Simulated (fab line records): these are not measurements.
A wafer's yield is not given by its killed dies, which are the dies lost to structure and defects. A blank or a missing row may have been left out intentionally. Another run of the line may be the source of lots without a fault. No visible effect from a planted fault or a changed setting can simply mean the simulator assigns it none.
fab line records -- flow rit-cmos
record: lots: 10, wafers: 30, last-day: 8
route steps=202 shown ACTIVE@5 PLDD@123 SILICIDE@166 M1@194
lots that met no fault: taken from a fault-free run of the same line
start-h: start of the lot's first displayed wafer, in hours after the record's first day -- wait-h: hours from the lot's prior step to this one -- " repeats the value in the row above -- L1.1+2: a row that stands for several wafers -- - no value present, or no start provided -- * or withheld: withheld -- < > ~ a bound
route shown NAME@n: names a module that has steps shown in the file, with the first one's number in the route -- usual: mean/standard deviation taken from wafers without a fault -- same: alike in all rows -- chamber/n: place in a boat -- sites: per-site readings -- _std_site: their standard deviation -- _edge_site: outer sites' mean less inner sites' -- radius-mm: for every site, how far away it sits from the centre of the wafer -- mask NAME#n: copy n -- behind: tool/chamber where the wafer was last shaped -- hold: why the lot was held/for how many hours/how that ended -- device: the transistor (n, p or np) that didn't switch -- end of line: tests of these same wafers at the route's end -- for a step that has no rows: nothing shown but its recipe -- killed: not the wafer's yield, but the dies lost to structure and defects at the first sort -- map: per-die view of a wafer (x killed, . not killed, _ where there is no die)
set.NAME: setting as actually run; set.NAME@STEP: the setting as run at that earlier step -- model.NAME: the simulator's own value behind a step, which no gauge read
route steps across a sampled set of lots; one table per step, one row per wafer
services: a tool's chamber out of use, with start hour (start-h, from the record's first day; less than 0 if before it), hours out, and reason
== steps ==
step: RIT_ACTIVE_THK_MEAS_04
recipe: reads: Si3N4_of_ACTIVE_CVD_03
usual: ACTIVE_NITRIDE_THK: 150.1/1.2
lot.wafer,tool,chamber,start-h,wait-h,ACTIVE_NITRIDE_THK[nm]
L223.1,film-metro-03,-,15.75,0.0,151.8
L223.2,film-metro-03,-,15.75,0.0,151.4
L223.4,film-metro-03,-,15.75,0.0,150.1
L224.2,film-metro-01,-,18.77,0.0,151.2
L224.4,film-metro-01,-,18.77,0.0,150.5
L224.6,film-metro-01,-,18.77,0.0,149.8
L225.4,film-metro-03,-,24.27,0.0,149.5
L225.5,film-metro-03,-,24.27,0.0,149.8
L225.6,film-metro-03,-,24.27,0.0,149.8
L226.1,film-metro-03,-,28.53,0.0,150.4
L226.4,film-metro-03,-,28.53,0.0,150.7
L226.6,film-metro-03,-,28.53,0.0,151.5
L227.1,film-metro-01,-,33.53,0.0,148.7
L227.3,film-metro-01,-,33.53,0.0,148.8
L227.6,film-metro-01,-,33.53,0.0,149.3
L229.1,film-metro-04,-,43.53,0.0,148.8
L229.3,film-metro-04,-,43.53,0.0,148.5
L229.5,film-metro-04,-,43.53,0.0,150.6
L231.4,film-metro-03,-,54.17,0.0,147.0
L231.5,film-metro-03,-,54.17,0.0,147.0
L231.6,film-metro-03,-,54.17,0.0,146.6
L233.2,film-metro-04,-,63.58,0.0,150.4
L233.4,film-metro-04,-,63.58,0.0,150.8
L233.5,film-metro-04,-,63.58,0.0,151.9
L245.1,film-metro-03,-,123.90,0.0,151.1
L245.3,film-metro-03,-,123.90,0.0,149.4
L245.6,film-metro-03,-,123.90,0.0,150.3
L246.1,film-metro-01,-,128.53,0.0,149.6
L246.2,film-metro-01,-,128.53,0.0,148.8
L246.3,film-metro-01,-,128.53,0.0,150.4
step: RIT_PLDD_STRIP_09
recipe: chemistry: O2, time-s: 180, resist: NOVOLAK, platen-temp-c: withheld, power-w: 500, pressure-mtorr: 4000, o2-flow-sccm: 4000
usual: drypump-motor-current-A: 5.8/0.56, o2-flow-sccm: 4000/13
lot.wafer,tool,chamber,start-h,wait-h,drypump-motor-current-A,o2-flow-sccm,rf-hours-counter-h
L223.1,plasma-asher-01,1,50.01,0.1,6.1,4008,21
L223.2,plasma-asher-01,0,50.01,0.1,5.6,3999,21
L223.4,plasma-asher-01,1,50.01,0.1,6.1,4014,-
L224.2,plasma-asher-04,0,50.26,0.1,5.7,4008,43
L224.4,plasma-asher-04,0,50.26,0.1,5.8,3991,-
L224.6,plasma-asher-04,0,50.26,0.1,5.8,3995,-
L225.4,plasma-asher-02,1,58.19,0.1,5.2,3997,-
L225.5,plasma-asher-02,0,58.19,0.1,6.5,3981,-
L225.6,plasma-asher-02,1,58.19,0.1,5.1,4008,-
L226.1,plasma-asher-01,1,60.68,0.1,6.1,4012,22
L226.4,plasma-asher-01,0,60.68,0.1,5.6,3997,-
L226.6,plasma-asher-01,1,60.68,0.1,6.1,4008,-
L227.1,plasma-asher-01,0,67.47,0.1,5.6,3998,23
L227.3,plasma-asher-01,0,67.47,0.1,5.6,4004,-
L227.6,plasma-asher-01,0,67.47,0.1,5.6,3987,-
L229.1,plasma-asher-04,0,80.03,0.1,5.7,4023,46
L229.3,plasma-asher-04,0,80.03,0.1,5.7,4024,-
L229.5,plasma-asher-04,1,80.03,0.1,5.1,4013,-
L231.4,plasma-asher-04,0,92.01,0.1,5.7,3989,-
L231.5,plasma-asher-04,0,92.01,0.1,5.7,3993,-
L231.6,plasma-asher-04,1,92.01,0.1,5.1,4008,-
L233.2,plasma-asher-02,0,97.72,0.1,6.5,4010,47
L233.4,plasma-asher-02,0,97.72,0.1,6.5,4023,-
L233.5,plasma-asher-02,1,97.72,0.1,5.1,3997,-
L245.1,plasma-asher-02,0,168.84,0.1,6.5,3999,55
L245.3,plasma-asher-02,1,168.84,0.1,5.2,3974,-
L245.6,plasma-asher-02,1,168.84,0.1,5.2,4002,-
L246.1,plasma-asher-02,1,173.89,0.1,5.2,4006,55
L246.2,plasma-asher-02,0,173.89,0.1,6.5,4007,55
L246.3,plasma-asher-02,1,173.89,0.1,5.2,3989,-
step: RIT_SILICIDE_WET_ETCH_05
recipe: chemistry: SPM, target: Ti, temp-c: 90, time-s: 120, dry: n2-spin
lot.wafer,tool,chamber,start-h,wait-h
L223.1+2+4,wet-bench-04,1,57.21,0.1
L224.2+4+6,wet-bench-04,1,58.52,0.0
L225.4+5+6,wet-bench-01,2,65.14,0.0
L226.1+4+6,wet-bench-01,0,67.73,0.1
L227.1+3+6,wet-bench-02,2,74.64,0.1
L229.1+3+5,wet-bench-02,1,87.06,0.1
L231.4+5+6,wet-bench-04,1,99.10,0.0
L233.2+4+5,wet-bench-02,2,105.00,0.0
L245.1+3+6,wet-bench-04,1,176.22,0.2
L246.1+2+3,wet-bench-04,3,180.79,0.1
step: RIT_M1_OVL_MEAS_10
usual: M1_OVL: 1.0/1.2
lot.wafer,tool,chamber,start-h,wait-h,M1_OVL[nm]
L223.1,overlay-02,-,61.16,0.1,1.8
L223.2,overlay-02,-,61.16,0.1,1.8
L223.4,overlay-02,-,61.16,0.1,2.3
L224.2,overlay-02,-,62.46,0.1,-0.7
L224.4,overlay-02,-,62.46,0.1,0.7
L224.6,overlay-02,-,62.46,0.1,-1.2
L225.4,overlay-01,-,69.09,0.1,1.6
L225.5,overlay-01,-,69.09,0.1,1.6
L225.6,overlay-01,-,69.09,0.1,0.6
L226.1,overlay-01,-,71.66,0.1,-0.6
L226.4,overlay-01,-,71.66,0.1,-0.6
L226.6,overlay-01,-,71.66,0.1,-0.2
L227.1,overlay-02,-,78.71,0.1,0.8
L227.3,overlay-02,-,78.71,0.1,0.8
L227.6,overlay-02,-,78.71,0.1,-0.4
L229.1,overlay-02,-,91.12,0.1,1.5
L229.3,overlay-02,-,91.12,0.1,1.9
L229.5,overlay-02,-,91.12,0.1,1.2
L231.4,overlay-02,-,103.37,0.1,1.3
L231.5,overlay-02,-,103.37,0.1,2.9
L231.6,overlay-02,-,103.37,0.1,0.6
L233.2,overlay-02,-,108.81,0.1,0.7
L233.4,overlay-02,-,108.81,0.1,0.1
L233.5,overlay-02,-,108.81,0.1,-0.4
L245.1,overlay-02,-,180.34,0.1,-1.5
L245.3,overlay-02,-,180.34,0.1,0.1
L245.6,overlay-02,-,180.34,0.1,0.7
L246.1,overlay-01,-,184.72,0.1,2.0
L246.2,overlay-01,-,184.72,0.1,1.6
L246.3,overlay-01,-,184.72,0.1,0.2
step: RIT_M1_PROBE_99
usual: killed-at-front-end: 7/3, killed-dies: 7/3, killed-on-rim: 1.8/1.5, killed-open: 3.3/1.8, killed-short: 3.3/2.2
same: gross-dies: 264, killed_at_M0_to_M3: 0, killed_at_M4_up: 0, killed-at-back-side: 0, killed-at-contacts: 0, killed-at-other: 0
lot.wafer,tool,chamber,start-h,wait-h,hold,killed-at-front-end,killed-dies,killed-on-rim,killed-open,killed-short
L223.1,prober-01,-,63.70,0.1,-,4,4,1,4,0
L223.2,prober-01,-,63.75,0.1,-,3,3,2,0,3
L223.4,prober-01,-,63.85,0.2,-,4,4,1,2,2
L224.2,prober-02,-,65.25,0.1,-,3,3,2,3,0
L224.4,prober-02,-,65.35,0.2,-,4,4,2,3,1
L224.6,prober-02,-,65.45,0.2,-,6,6,1,3,3
L225.4,prober-01,-,71.76,0.2,-,7,7,1,5,2
L225.5,prober-01,-,71.81,0.2,-,8,8,3,5,3
L225.6,prober-01,-,71.86,0.2,-,3,3,1,2,1
L226.1,prober-02,-,74.20,0.1,-,2,2,1,1,1
L226.4,prober-02,-,74.35,0.2,-,11,11,4,3,8
L226.6,prober-02,-,74.45,0.2,-,4,4,1,3,1
L227.1,prober-01,-,81.25,0.1,-,3,3,0,1,2
L227.3,prober-01,-,81.35,0.2,-,5,5,1,2,3
L227.6,prober-01,-,81.50,0.2,-,5,5,0,1,4
L229.1,prober-01,-,100.77,0.1,-,4,4,1,1,3
L229.3,prober-01,-,100.87,0.2,-,6,6,0,3,3
L229.5,prober-01,-,100.97,0.2,-,5,5,0,3,2
L231.4,prober-02,-,106.04,0.2,await-dispo/1.0h/release,36,36,2,3,3
L231.5,prober-02,-,106.09,0.2,await-dispo/1.0h/release,40,40,4,4,5
L231.6,prober-02,-,106.14,0.2,await-dispo/1.0h/release,40,40,0,2,3
L233.2,prober-02,-,111.44,0.1,-,6,6,2,4,2
L233.4,prober-02,-,111.54,0.2,-,8,8,3,5,3
L233.5,prober-02,-,111.59,0.2,-,8,8,1,2,6
L245.1,prober-01,-,182.90,0.1,-,10,10,2,5,5
L245.3,prober-01,-,183.00,0.2,-,7,7,0,2,5
L245.6,prober-01,-,183.15,0.2,-,9,9,3,7,2
L246.1,prober-02,-,187.40,0.1,-,3,3,1,2,1
L246.2,prober-02,-,187.45,0.1,-,13,13,4,6,7
L246.3,prober-02,-,187.50,0.2,-,5,5,1,3,2
killed by level:class
L223.1 SILICIDE:geometric-particle:open=2 FOX1:geometric-particle:open=1 SPACER:geometric-particle:open=1
L223.2 SPACER:geometric-particle:short=2 FOX2:geometric-particle:short=1
L223.4 GATE:geometric-particle:short=1 GATE:geometric-particle:open=1 SPACER:geometric-particle:short=1 SILICIDE:geometric-particle:open=1
L224.2 GATE:geometric-particle:open=2 FOX1:geometric-particle:open=1
L224.4 GATE:geometric-particle:open=2 GATE:geometric-particle:short=1 REOX:geometric-particle:open=1
L224.6 GATE:geometric-particle:short=1 GATE:geometric-particle:open=1 REOX:geometric-particle:short=1 REOX:geometric-particle:open=1 SPACER:geometric-particle:open=1 SILICIDE:geometric-particle:short=1
L225.4 REOX:geometric-particle:open=3 GATE:geometric-particle:short=1 GATE:geometric-particle:open=1 SPACER:geometric-particle:short=1 SILICIDE:geometric-particle:open=1
L225.5 GATE:geometric-particle:short=2 FOX2:geometric-particle:open=1 GATE:geometric-particle:open=1 REOX:geometric-particle:open=1 SPACER:geometric-particle:open=1 SPACER:geometric-particle:short=1 SILICIDE:geometric-particle:open=1
L225.6 FOX2:geometric-particle:short=1 GATE:geometric-particle:open=1 SPACER:geometric-particle:open=1
L226.1 FOX2:geometric-particle:open=1 GATE:geometric-particle:short=1
L226.4 FOX2:geometric-particle:short=3 FOX1:geometric-particle:open=1 FOX1:geometric-particle:short=1 FOX2:geometric-particle:open=1 GATE:geometric-particle:short=1 REOX:geometric-particle:short=1 SPACER:geometric-particle:short=1 SILICIDE:geometric-particle:open=1
L226.6 FOX1:geometric-particle:open=2 REOX:geometric-particle:short=1 SPACER:geometric-particle:open=1
L227.1 GATE:geometric-particle:open=1 GATE:geometric-particle:short=1 REOX:geometric-particle:short=1
L227.3 FOX1:geometric-particle:short=2 REOX:geometric-particle:open=1 SPACER:geometric-particle:open=1 SPACER:geometric-particle:short=1
L227.6 FOX1:geometric-particle:short=2 FOX2:geometric-particle:short=1 GATE:geometric-particle:open=1 SILICIDE:geometric-particle:short=1
L229.1 GATE:geometric-particle:short=2 FOX1:geometric-particle:short=1 GATE:geometric-particle:open=1
L229.3 SPACER:geometric-particle:open=2 FOX1:geometric-particle:open=1 FOX1:geometric-particle:short=1 GATE:geometric-particle:short=1 SPACER:geometric-particle:short=1
L229.5 FOX1:geometric-particle:short=1 FOX1:geometric-particle:open=1 FOX2:geometric-particle:open=1 REOX:geometric-particle:open=1 SILICIDE:geometric-particle:short=1
L231.4 SILICIDE:unspecified=30 GATE:geometric-particle:open=3 FOX1:geometric-particle:short=1 SPACER:geometric-particle:short=1 SILICIDE:geometric-particle:short=1
L231.5 SILICIDE:unspecified=31 GATE:geometric-particle:short=3 FOX1:geometric-particle:open=1 FOX2:geometric-particle:short=1 GATE:geometric-particle:open=1 SPACER:geometric-particle:open=1 SILICIDE:geometric-particle:short=1 SILICIDE:geometric-particle:open=1
L231.6 SILICIDE:unspecified=35 GATE:geometric-particle:short=2 GATE:geometric-particle:open=2 SPACER:geometric-particle:short=1
L233.2 REOX:geometric-particle:open=2 FOX1:geometric-particle:short=1 FOX1:geometric-particle:open=1 GATE:geometric-particle:short=1 GATE:geometric-particle:open=1
L233.4 GATE:geometric-particle:short=2 SPACER:geometric-particle:open=2 FOX1:geometric-particle:open=1 GATE:geometric-particle:open=1 REOX:geometric-particle:open=1 SPACER:geometric-particle:short=1
L233.5 GATE:geometric-particle:short=3 FOX2:geometric-particle:short=2 FOX1:geometric-particle:open=1 FOX1:geometric-particle:short=1 GATE:geometric-particle:open=1
L245.1 FOX1:geometric-particle:short=2 FOX1:geometric-particle:open=2 REOX:geometric-particle:short=2 FOX2:geometric-particle:open=1 REOX:geometric-particle:open=1 SPACER:geometric-particle:short=1 SILICIDE:geometric-particle:open=1
L245.3 SPACER:geometric-particle:short=3 GATE:geometric-particle:open=2 FOX1:geometric-particle:short=1 GATE:geometric-particle:short=1
L245.6 FOX1:geometric-particle:open=2 SPACER:geometric-particle:open=2 GATE:geometric-particle:open=2 FOX1:geometric-particle:short=1 GATE:geometric-particle:short=1 SILICIDE:geometric-particle:open=1
L246.1 FOX2:geometric-particle:short=1 GATE:geometric-particle:open=1 SPACER:geometric-particle:open=1
L246.2 GATE:geometric-particle:open=4 GATE:geometric-particle:short=4 SPACER:geometric-particle:short=2 SPACER:geometric-particle:open=2 SILICIDE:geometric-particle:short=1
L246.3 FOX1:geometric-particle:open=1 FOX1:geometric-particle:short=1 GATE:geometric-particle:open=1 SPACER:geometric-particle:open=1 SPACER:geometric-particle:short=1
== services ==
tool,chamber,start-h,hours,kind
wet-bench-02,-,92.42,3.8,repair
plasma-asher-04,-,108.75,9.0,pm
plasma-asher-04,0,108.75,9.0,vent-cycle
plasma-asher-04,1,108.75,9.0,vent-cycle
plasma-asher-04,0,117.75,-,clean
plasma-asher-04,1,117.75,-,clean
wet-bench-01,-,149.57,5.0,repair
== key ==
first-sign: step: RIT_M1_PROBE_99, reading: killed-at-front-end, direction: up, sigmas: 11, usual: 7, struck: 39
effect: step: RIT_M1_PROBE_99, reading: killed-dies, direction: up, sigmas: 11, usual: 7, struck: 39
met-at RIT_SILICIDE_WET_ETCH_05
struck-lots L231
struck-wafers L231.4,L231.5,L231.6
tester-left-out L231
not-acting-at RIT_ACTIVE_THK_MEAS_04,RIT_PLDD_STRIP_09,RIT_M1_OVL_MEAS_10
onset-between 58.52 99.10
fault: kind: chamber-particle-source, tool: wet-bench-04, chamber: 1, onset-h: 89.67, steps: RIT_SILICIDE_WET_ETCH_05, rate-per-visit-cm2: 0.70106, end-h: 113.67
tester-left-out: of these lots the tester's yield and bins aren't shown, on N5 and GAA mostly nor the transistor test; their killed dies are dies lost to structure and defects alone, not to doping, threshold or leakage, so they don't give the yield
